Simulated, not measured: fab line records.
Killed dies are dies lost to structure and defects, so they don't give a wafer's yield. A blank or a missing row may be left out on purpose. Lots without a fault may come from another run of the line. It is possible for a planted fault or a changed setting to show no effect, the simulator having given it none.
fab line records | flow berkeleyCmos170 | part 1 of 2: steps 1 to 31 of 41
record: lots: 5 wafers: 15 lastDay: 12
route steps=331 shown SPACER@172 PSD@175 NSD@187 BACKSIDE@199 SDANNEAL@204 PLDD@208 NLDD@209 SILICIDE@210
lots that met no fault: taken from a fault-free run of the same line
startH: hours from the record's first day to the start of the lot's first wafer shown | waitH: how many hours have passed since the lot's step before this one | " unchanged from the row above | L1.1+2: a row that stands for several wafers | - no value, or no start given | * or withheld: withheld | < > ~ a bound
route shown NAME@n: names a module that has steps shown in the file, with the first one's number in the route | usual: mean/standard deviation of fault-free wafers | same: alike in all rows | chamber/n: place in a boat | sites: per-site readings | _std_site: standard deviation across them | _edge_site: outer sites' mean less inner sites' | radiusMm: for every site, how far away it sits from the centre of the wafer | mask NAME#n: copy n | behind: the tool/chamber that last shaped the wafer | hold: reason for holding the lot/hours on hold/outcome of the hold | device: the transistor (n, p or np) that didn't switch | end of line: the tests these same wafers got at the end of their route | a step given without rows: its recipe and nothing more | killed: at the first sort, the dies lost to defects and structure; wafer yield is something else | map: per-die view of a wafer (x killed, . not killed, _ where there is no die)
set.NAME: the setting the step ran with; set.NAME@STEP: the setting that earlier step ran with | model.NAME: the simulator's own value behind a step, which no gauge read
a table for each step, a row for each wafer; lots at some steps of the route
services: from which hour (startH, from the record's first day; less than 0 if before it) a tool's chamber was out of use, for how many hours, and why
== steps ==
step: UCB170_SPACER_THK_MEAS_01
recipe: reads: SiO2_of_SPACER_CVD_00
usual: SPACER_TEOS_THK: 376/5.8
columns lot.wafer tool chamber startH waitH SPACER_TEOS_THK[nm]
L074.2 filmMetro-02 - 142.73 0.0 368
L074.5 " - " " 376
L074.6 " - " " 373
L084.1 filmMetro-04 - 204.09 0.0 368
L084.5 " - " " 380
L084.6 " - " " 374
L086.1 filmMetro-02 - 208.31 0.0 377
L086.4 " - " " 378
L086.6 " - " " 385
L087.3 filmMetro-01 - 227.29 0.0 377
L087.5 " - " " 380
L087.6 " - " " 372
L092.1 filmMetro-02 - 257.60 0.0 377
L092.2 " - " " 374
L092.6 " - " " 380
step: UCB170_SPACER_ANNEAL_02
recipe: tempC: 900 timeS: 1800 ambient: N2
columns lot.wafer tool chamber startH waitH
L074.2+5+6 furnace-04 0 145.51 2.8
L084.1+5+6 furnace-04 0 207.48 3.4
L086.1+4+6 furnace-01 0 210.92 2.6
L087.3+5+6 furnace-04 0 231.68 4.4
L092.1+2+6 furnace-01 0 259.10 1.5
step: UCB170_SPACER_ETCHBACK_03
recipe: stopOn: Si target: SiO2 chemistry: CHF3/CF4/Ar CHF3_flow_sccm: 50 cf4FlowSccm: 10 Ar_flow_sccm: 120 pressureMtorr: 200 rfW: 500 targetDepthA: 3760 timeS: 100
usual: drypumpMotorCurrentA: 5.6/0.33 oesProductAu: 0.904/0.016 throttleValvePct: 6.45/0.14
columns lot.wafer tool chamber startH waitH drypumpMotorCurrentA oesProductAu rfHoursCounterH throttleValvePct
L074.2 rieDiel-04 2 147.08 0.1 6.0 0.886 4 6.26
L074.5 " 0 " " 5.7 0.900 - 6.27
L074.6 " 3 " " 5.8 0.895 - 6.51
L084.1 rieDiel-02 0 208.98 0.0 5.2 0.891 123 6.37
L084.5 " 2 " " 5.3 0.913 - 6.38
L084.6 " 1 " " 5.3 0.925 - 6.32
L086.1 rieDiel-04 3 212.42 0.0 5.8 0.904 136 6.50
L086.4 " 2 " " 5.9 0.902 8 6.28
L086.6 " 0 " " 5.7 0.922 - 6.29
L087.3 rieDiel-04 2 233.18 0.0 5.9 0.909 9 6.28
L087.5 " 3 " " 5.7 0.904 - 6.53
L087.6 " 0 " " 5.6 0.901 - 6.28
L092.1 rieDiel-02 0 260.60 0.0 5.3 0.906 127 6.35
L092.2 " 1 " " 5.3 0.927 22 6.30
L092.6 " 2 " " 5.3 0.921 - 6.36
step: UCB170_PSD_HMDS_00
recipe: primeTimeS: 60 primeTempC: 100
columns lot.wafer tool chamber startH waitH
L074.2+5+6 lithoTrack-04 0 147.56 0.4
L084.1+5+6 lithoTrack-04 0 209.13 0.1
L086.1+4+6 lithoTrack-04 0 212.59 0.1
L087.3+5+6 lithoTrack-03 0 234.10 0.9
L092.1+2+6 lithoTrack-04 0 260.81 0.2
step: UCB170_PSD_COAT_01
recipe: resist: KrF spinRpm: 1500 resistThkNm: 900
columns lot.wafer tool chamber startH waitH
L074.2+5+6 lithoTrack-04 0 147.71 0.1
L084.1+5+6 lithoTrack-04 0 209.28 0.1
L086.1+4+6 lithoTrack-04 0 212.74 0.1
L087.3+5+6 lithoTrack-03 0 234.25 0.1
L092.1+2+6 lithoTrack-04 0 260.96 0.1
step: UCB170_PSD_SOFTBAKE_02
recipe: resist: KrF tempC: 130 timeS: 60
columns lot.wafer tool chamber startH waitH
L074.2+5+6 lithoTrack-04 0 147.86 0.1
L084.1+5+6 lithoTrack-04 0 209.43 0.1
L086.1+4+6 lithoTrack-04 0 212.89 0.1
L087.3+5+6 lithoTrack-03 0 234.40 0.1
L092.1+2+6 lithoTrack-04 0 261.11 0.1
step: UCB170_PSD_EXPOSE_03
recipe: maskId: PSELECT_MOD na: 0.5 sigmaOuter: 0.6 sourceShape: conventional targetCdNm: 1200 doseMj: 30
usual: focusOffsetNm: -0.1/0.56 reticleTempC: 22.99/0.11
columns lot.wafer tool chamber startH waitH mask focusOffsetNm reticleTempC
L074.2 krfScanner-02 0 148.20 0.3 PSELECT_MOD#0 -0.4 22.97
L074.5 " 0 " " PSELECT_MOD#0 -0.5 22.92
L074.6 " 0 " " PSELECT_MOD#0 0.1 23.10
L084.1 krfScanner-01 0 209.96 0.5 PSELECT_MOD#0 -0.1 22.84
L084.5 " 0 " " PSELECT_MOD#0 0.4 23.00
L084.6 " 0 " " PSELECT_MOD#0 0.0 22.93
L086.1 krfScanner-01 0 213.04 0.1 PSELECT_MOD#0 0.8 22.96
L086.4 " 0 " " PSELECT_MOD#0 0.0 23.08
L086.6 " 0 " " PSELECT_MOD#0 -0.5 22.95
L087.3 krfScanner-01 0 234.78 0.4 PSELECT_MOD#0 -0.1 22.85
L087.5 " 0 " " PSELECT_MOD#0 0.0 22.83
L087.6 " 0 " " PSELECT_MOD#0 -0.3 22.93
L092.1 krfScanner-02 0 261.26 0.1 PSELECT_MOD#0 0.0 23.25
L092.2 " 0 " " PSELECT_MOD#0 0.6 23.17
L092.6 " 0 " " PSELECT_MOD#0 0.7 23.23
step: UCB170_PSD_PEB_04
recipe: pebTempC: 130 pebTimeS: withheld resist: KrF
columns lot.wafer tool chamber startH waitH
L074.2+5+6 lithoTrack-04 0 148.83 0.6
L084.1+5+6 lithoTrack-04 0 210.13 0.1
L086.1+4+6 lithoTrack-03 0 213.44 0.4
L087.3+5+6 lithoTrack-03 0 235.55 0.7
L092.1+2+6 lithoTrack-03 0 261.75 0.5
step: UCB170_PSD_DEVELOP_05
recipe: developer: TMAH developTimeS: 45 resist: KrF devTempC: 21
columns lot.wafer tool chamber startH waitH
L074.2+5+6 lithoTrack-04 0 - -
L084.1+5+6 lithoTrack-04 0 - -
L086.1+4+6 lithoTrack-03 0 - -
L087.3+5+6 lithoTrack-03 0 - -
L092.1+2+6 lithoTrack-03 0 - -
step: UCB170_PSD_CD_MEAS_06
recipe: targetCdNm: 1200
usual: cdNm: 1199.4/1.7
columns lot.wafer tool chamber startH waitH cdNm
L074.2 cdSem-01 - 149.10 - 1199.7
L074.5 " - " " 1200.8
L074.6 " - " " 1200.9
L084.1 cdSem-01 - 210.40 - 1201.8
L084.5 " - " " 1200.0
L084.6 " - " " 1201.7
L086.1 cdSem-02 - 213.71 - 1199.0
L086.4 " - " " 1198.3
L086.6 " - " " 1197.8
L087.3 cdSem-01 - 235.81 - 1196.9
L087.5 " - " " 1195.8
L087.6 " - " " 1195.2
L092.1 cdSem-01 - 262.02 - 1203.2
L092.2 " - " " 1202.4
L092.6 " - " " 1202.1
step: UCB170_PSD_OVL_MEAS_07
usual: PSD_OVL: -2/5
columns lot.wafer tool chamber startH waitH PSD_OVL[nm]
L074.2 overlay-02 - 149.21 0.1 -4
L074.5 " - " " -1
L074.6 " - " " 4
L084.1 overlay-02 - 210.52 0.1 1
L084.5 " - " " -1
L084.6 " - " " -1
L086.1 overlay-01 - 213.83 0.1 -7
L086.4 " - " " -8
L086.6 " - " " -3
L087.3 overlay-01 - 235.90 0.1 -8
L087.5 " - " " -7
L087.6 " - " " 1
L092.1 overlay-01 - 262.14 0.1 -6
L092.2 " - " " -8
L092.6 " - " " -9
step: UCB170_PSD_IMPLANT_08
recipe: species: B doseCm2: 3e+15 energyKev: 20 tiltDeg: 7
usual: faradayCurrentUA: 9257/190
same: implantIonAmu: 11
columns lot.wafer tool chamber startH waitH faradayCurrentUA
L074.2 implanter-04 0 149.26 0.0 9226
L074.5 " 0 " " 9294
L074.6 " 0 " " 9308
L084.1 implanter-03 0 210.56 0.0 9065
L084.5 " 0 " " 8933
L084.6 " 0 " " 9147
L086.1 implanter-03 0 213.87 0.0 9501
L086.4 " 0 " " 9229
L086.6 " 0 " " 9308
L087.3 implanter-03 0 235.98 0.1 8884
L087.5 " 0 " " 9412
L087.6 " 0 " " 9212
L092.1 implanter-04 0 262.18 0.0 8975
L092.2 " 0 " " 9252
L092.6 " 0 " " 9062
step: UCB170_PSD_STRIP_09
recipe: chemistry: O2 powerW: 400 pressureMtorr: 3500 platenTempC: withheld o2FlowSccm: 400 overashFraction: 0.5
usual: drypumpMotorCurrentA: 5.62/0.22 oesProductAu: 0.600/0.0041 stripTimeToEndpointS: 29.41/0.08
same: overashFraction: 0.5
columns lot.wafer tool chamber startH waitH drypumpMotorCurrentA oesProductAu rfHoursCounterH stripTimeToEndpointS
L074.2 plasmaAsher-02 1 149.39 0.1 5.66 0.597 4 29.40
L074.5 " 0 " " 5.11 0.601 - 29.43
L074.6 " 1 " " 5.66 0.605 - 29.43
L084.1 plasmaAsher-04 0 210.71 0.1 5.81 0.600 42 29.43
L084.5 " 1 " " 5.68 0.596 - 29.48
L084.6 " 0 " " 5.80 0.598 - 29.51
L086.1 plasmaAsher-04 1 214.02 0.1 5.71 0.604 43 29.36
L086.4 " 1 " " 5.72 0.608 - 29.43
L086.6 " 0 " " 5.79 0.605 - 29.33
L087.3 plasmaAsher-01 1 236.11 0.1 5.65 0.595 - 29.46
L087.5 " 0 " " 5.68 0.600 - 29.46
L087.6 " 1 " " 5.68 0.600 - 29.53
L092.1 plasmaAsher-01 1 262.33 0.1 5.65 0.609 53 29.32
L092.2 " 0 " " 5.67 0.597 53 29.25
L092.6 " 1 " " 5.66 0.606 - 29.20
step: UCB170_PSD_TW_MEAS_10
usual: PSD_TW: 2304/10
columns lot.wafer tool chamber startH waitH PSD_TW
L074.2 filmMetro-02 - 149.51 0.1 2307
L074.5 " - " " 2294
L074.6 " - " " 2286
L084.1 filmMetro-04 - 210.81 0.1 2316
L084.5 " - " " 2308
L084.6 " - " " 2294
L086.1 filmMetro-03 - 214.12 0.1 2303
L086.4 " - " " 2300
L086.6 " - " " 2316
L087.3 filmMetro-04 - 236.20 0.1 2301
L087.5 " - " " 2315
L087.6 " - " " 2308
L092.1 filmMetro-04 - 262.43 0.1 2319
L092.2 " - " " 2306
L092.6 " - " " 2314
step: UCB170_PSD_CLEAN_11
recipe: chemistry: SPM tempC: 120 timeS: 600
columns lot.wafer tool chamber startH waitH
L074.2+5+6 wetBench-03 0 149.56 0.0
L084.1+5+6 wetBench-03 0 211.00 0.2
L086.1+4+6 wetBench-02 0 217.10 3.0
L087.3+5+6 wetBench-01 2 238.68 2.5
L092.1+2+6 wetBench-03 3 262.49 0.1
step: UCB170_NSD_HMDS_00
recipe: primeTimeS: 60 primeTempC: 100
columns lot.wafer tool chamber startH waitH
L074.2+5+6 lithoTrack-01 0 149.81 0.1
L084.1+5+6 lithoTrack-04 0 211.28 0.1
L086.1+4+6 lithoTrack-02 0 217.27 0.0
L087.3+5+6 lithoTrack-02 0 239.10 0.2
L092.1+2+6 lithoTrack-02 0 262.80 0.1
step: UCB170_NSD_COAT_01
recipe: resist: KrF spinRpm: 1500 resistThkNm: 900
columns lot.wafer tool chamber startH waitH
L074.2+5+6 lithoTrack-01 0 149.96 0.1
L084.1+5+6 lithoTrack-04 0 211.43 0.1
L086.1+4+6 lithoTrack-02 0 217.42 0.1
L087.3+5+6 lithoTrack-02 0 239.25 0.1
L092.1+2+6 lithoTrack-02 0 262.95 0.1
step: UCB170_NSD_SOFTBAKE_02
recipe: resist: KrF tempC: 130 timeS: 60
columns lot.wafer tool chamber startH waitH
L074.2+5+6 lithoTrack-01 0 150.11 0.1
L084.1+5+6 lithoTrack-04 0 211.58 0.1
L086.1+4+6 lithoTrack-02 0 217.57 0.1
L087.3+5+6 lithoTrack-02 0 239.40 0.1
L092.1+2+6 lithoTrack-02 0 263.10 0.1
step: UCB170_NSD_EXPOSE_03
recipe: maskId: NSELECT_MOD na: 0.5 sigmaOuter: 0.6 sourceShape: conventional targetCdNm: 1200 doseMj: 30
usual: focusOffsetNm: 0.0/0.49 reticleTempC: 23.01/0.095
columns lot.wafer tool chamber startH waitH mask focusOffsetNm reticleTempC
L074.2 krfScanner-01 0 150.53 0.4 NSELECT_MOD#0 -0.1 23.05
L074.5 " 0 " " NSELECT_MOD#0 -0.5 23.05
L074.6 " 0 " " NSELECT_MOD#0 -0.2 22.94
L084.1 krfScanner-02 0 211.73 0.1 NSELECT_MOD#0 -0.1 22.92
L084.5 " 0 " " NSELECT_MOD#0 0.0 22.84
L084.6 " 0 " " NSELECT_MOD#0 -0.2 23.12
L086.1 krfScanner-01 0 217.85 0.2 NSELECT_MOD#0 0.2 23.12
L086.4 " 0 " " NSELECT_MOD#0 -0.2 23.06
L086.6 " 0 " " NSELECT_MOD#0 -0.3 23.06
L087.3 krfScanner-02 0 239.54 0.1 NSELECT_MOD#0 -0.6 22.91
L087.5 " 0 " " NSELECT_MOD#0 -0.2 23.08
L087.6 " 0 " " NSELECT_MOD#0 -0.1 23.03
L092.1 krfScanner-02 0 263.37 0.2 NSELECT_MOD#0 -0.1 22.86
L092.2 " 0 " " NSELECT_MOD#0 0.1 22.99
L092.6 " 0 " " NSELECT_MOD#0 0.2 23.00
step: UCB170_NSD_PEB_04
recipe: pebTempC: 130 pebTimeS: withheld resist: KrF
columns lot.wafer tool chamber startH waitH
L074.2+5+6 lithoTrack-02 0 150.75 0.2
L084.1+5+6 lithoTrack-01 0 212.00 0.2
L086.1+4+6 lithoTrack-04 0 218.85 1.0
L087.3+5+6 lithoTrack-02 0 239.82 0.3
L092.1+2+6 lithoTrack-01 0 263.67 0.3
step: UCB170_NSD_DEVELOP_05
recipe: developer: TMAH developTimeS: 45 resist: KrF devTempC: 21
columns lot.wafer tool chamber startH waitH
L074.2+5+6 lithoTrack-02 0 - -
L084.1+5+6 lithoTrack-01 0 - -
L086.1+4+6 lithoTrack-04 0 - -
L087.3+5+6 lithoTrack-02 0 - -
L092.1+2+6 lithoTrack-01 0 - -
step: UCB170_NSD_CD_MEAS_06
recipe: targetCdNm: 1200
usual: cdNm: 1199.7/1.6
columns lot.wafer tool chamber startH waitH cdNm
L074.2 cdSem-02 - 151.02 - 1199.6
L074.5 " - " " 1200.4
L074.6 " - " " 1200.2
L084.1 cdSem-01 - 212.27 - 1199.0
L084.5 " - " " 1199.4
L084.6 " - " " 1197.8
L086.1 cdSem-02 - 219.13 - 1199.7
L086.4 " - " " 1199.0
L086.6 " - " " 1200.2
L087.3 cdSem-01 - 240.09 - 1197.0
L087.5 " - " " 1197.3
L087.6 " - " " 1195.4
L092.1 cdSem-02 - 263.95 - 1200.3
L092.2 " - " " 1199.2
L092.6 " - " " 1199.4
step: UCB170_NSD_OVL_MEAS_07
usual: NSD_OVL: 2/5.7
columns lot.wafer tool chamber startH waitH NSD_OVL[nm]
L074.2 overlay-02 - 151.12 0.1 8
L074.5 " - " " -3
L074.6 " - " " -1
L084.1 overlay-02 - 212.39 0.1 5
L084.5 " - " " 4
L084.6 " - " " 10
L086.1 overlay-02 - 219.25 0.1 7
L086.4 " - " " -2
L086.6 " - " " 13
L087.3 overlay-02 - 240.18 0.1 2
L087.5 " - " " -1
L087.6 " - " " 0
L092.1 overlay-02 - 264.07 0.1 2
L092.2 " - " " 4
L092.6 " - " " 7
step: UCB170_NSD_IMPLANT_08
recipe: species: P doseCm2: 3e+15 energyKev: 40 tiltDeg: 7
usual: faradayCurrentUA: 9242/190
same: implantIonAmu: 31
columns lot.wafer tool chamber startH waitH faradayCurrentUA
L074.2 implanter-01 0 151.18 0.0 9359
L074.5 " 0 " " 9256
L074.6 " 0 " " 9605
L084.1 implanter-02 0 212.43 0.0 9117
L084.5 " 0 " " 9427
L084.6 " 0 " " 9296
L086.1 implanter-01 0 219.28 0.0 9494
L086.4 " 0 " " 9290
L086.6 " 0 " " 9545
L087.3 implanter-02 0 240.25 0.1 9480
L087.5 " 0 " " 9292
L087.6 " 0 " " 9332
L092.1 implanter-03 0 264.10 0.0 9499
L092.2 " 0 " " 9395
L092.6 " 0 " " 8851
step: UCB170_NSD_STRIP_09
recipe: chemistry: O2 powerW: 400 pressureMtorr: 3500 platenTempC: withheld o2FlowSccm: 400 overashFraction: 0.5
usual: drypumpMotorCurrentA: 5.55/0.2 oesProductAu: 0.534/0.0044 stripTimeToEndpointS: 35.81/0.074
same: overashFraction: 0.5
columns lot.wafer tool chamber startH waitH drypumpMotorCurrentA oesProductAu rfHoursCounterH stripTimeToEndpointS
L074.2 plasmaAsher-01 1 151.30 0.1 5.66 0.530 43 35.81
L074.5 " 0 " " 5.72 0.532 - 35.82
L074.6 " 1 " " 5.65 0.534 - 35.81
L084.1 plasmaAsher-02 1 212.58 0.1 5.64 0.529 10 35.84
L084.5 " 0 " " 5.11 0.535 - 35.80
L084.6 " 1 " " 5.64 0.542 - 35.76
L086.1 plasmaAsher-03 1 219.43 0.1 5.63 0.537 48 35.88
L086.4 " 0 " " 5.55 0.531 - 35.85
L086.6 " 0 " " 5.55 0.522 - 35.86
L087.3 plasmaAsher-02 0 240.39 0.1 5.12 0.531 - 35.76
L087.5 " 1 " " 5.66 0.541 - 35.78
L087.6 " 0 " " 5.11 0.538 - 35.62
L092.1 plasmaAsher-01 1 264.25 0.1 5.66 0.538 53 35.92
L092.2 " 0 " " 5.69 0.536 53 35.90
L092.6 " 1 " " 5.70 0.527 - 35.82
step: UCB170_NSD_TW_MEAS_10
usual: NSD_TW: 4140/17
columns lot.wafer tool chamber startH waitH NSD_TW
L074.2 filmMetro-03 - 151.41 0.1 4162
L074.5 " - " " 4164
L074.6 " - " " 4174
L084.1 filmMetro-02 - 212.68 0.1 4136
L084.5 " - " " 4125
L084.6 " - " " 4136
L086.1 filmMetro-02 - 219.53 0.1 4117
L086.4 " - " " 4138
L086.6 " - " " 4112
L087.3 filmMetro-04 - 240.47 0.1 4142
L087.5 " - " " 4176
L087.6 " - " " 4150
L092.1 filmMetro-02 - 264.35 0.1 4139
L092.2 " - " " 4136
L092.6 " - " " 4145
step: UCB170_NSD_CLEAN_11
recipe: chemistry: SPM tempC: 120 timeS: 600
columns lot.wafer tool chamber startH waitH
L074.2+5+6 wetBench-01 0 151.46 0.0
L084.1+5+6 wetBench-04 2 212.74 0.1
L086.1+4+6 wetBench-04 1 219.59 0.1
L087.3+5+6 wetBench-04 0 240.51 0.0
L092.1+2+6 wetBench-04 2 264.41 0.1
step: UCB170_BACKSIDE_HMDS_00
recipe: primeTimeS: 60 primeTempC: 100
columns lot.wafer tool chamber startH waitH
L074.2+5+6 lithoTrack-02 0 152.37 0.5
L084.1+5+6 lithoTrack-01 0 213.07 0.2
L086.1+4+6 lithoTrack-01 0 220.29 0.5
L087.3+5+6 lithoTrack-02 0 240.74 0.1
L092.1+2+6 lithoTrack-02 0 264.80 0.2
step: UCB170_BACKSIDE_COAT_01
recipe: resist: KrF spinRpm: 1500 resistThkNm: 900
columns lot.wafer tool chamber startH waitH
L074.2+5+6 lithoTrack-02 0 152.52 0.1
L084.1+5+6 lithoTrack-01 0 213.22 0.1
L086.1+4+6 lithoTrack-01 0 220.44 0.1
L087.3+5+6 lithoTrack-02 0 240.89 0.1
L092.1+2+6 lithoTrack-02 0 264.95 0.1
step: UCB170_BACKSIDE_SOFTBAKE_02
recipe: resist: KrF tempC: 130 timeS: 60
columns lot.wafer tool chamber startH waitH
L074.2+5+6 lithoTrack-02 0 152.67 0.1
L084.1+5+6 lithoTrack-01 0 213.37 0.1
L086.1+4+6 lithoTrack-01 0 220.59 0.1
L087.3+5+6 lithoTrack-02 0 241.04 0.1
L092.1+2+6 lithoTrack-02 0 265.10 0.1
step: UCB170_BACKSIDE_STRIP_03
recipe: chemistry: O2 powerW: 400 pressureMtorr: 3500 platenTempC: withheld o2FlowSccm: 400 overashFraction: 0.5
usual: drypumpMotorCurrentA: 5.64/0.074 oesProductAu: 0.734/0.0047 stripTimeToEndpointS: 21.99/0.061
same: overashFraction: 0.5
columns lot.wafer tool chamber startH waitH drypumpMotorCurrentA oesProductAu rfHoursCounterH stripTimeToEndpointS
L074.2 plasmaAsher-03 1 152.80 0.1 5.69 0.736 40 22.05
L074.5 " 0 " " 5.53 0.739 - 22.04
L074.6 " 1 " " 5.66 0.737 - 22.04
L084.1 plasmaAsher-03 1 213.52 0.1 5.64 0.735 47 22.04
L084.5 " 1 " " 5.65 0.736 - 21.98
L084.6 " 0 " " 5.57 0.733 - 22.02
L086.1 plasmaAsher-03 1 220.74 0.1 5.66 0.733 48 21.98
L086.4 " 0 " " 5.54 0.734 - 22.00
L086.6 " 0 " " 5.55 0.740 - 22.05
L087.3 plasmaAsher-03 1 241.17 0.1 5.64 0.737 - 22.03
L087.5 " 1 " " 5.67 0.738 - 22.00
L087.6 " 0 " " 5.54 0.733 - 22.08
L092.1 plasmaAsher-03 0 265.25 0.1 5.53 0.737 53 22.02
L092.2 " 1 " " 5.71 0.739 53 22.05
L092.6 " 1 " " 5.69 0.738 - 22.02
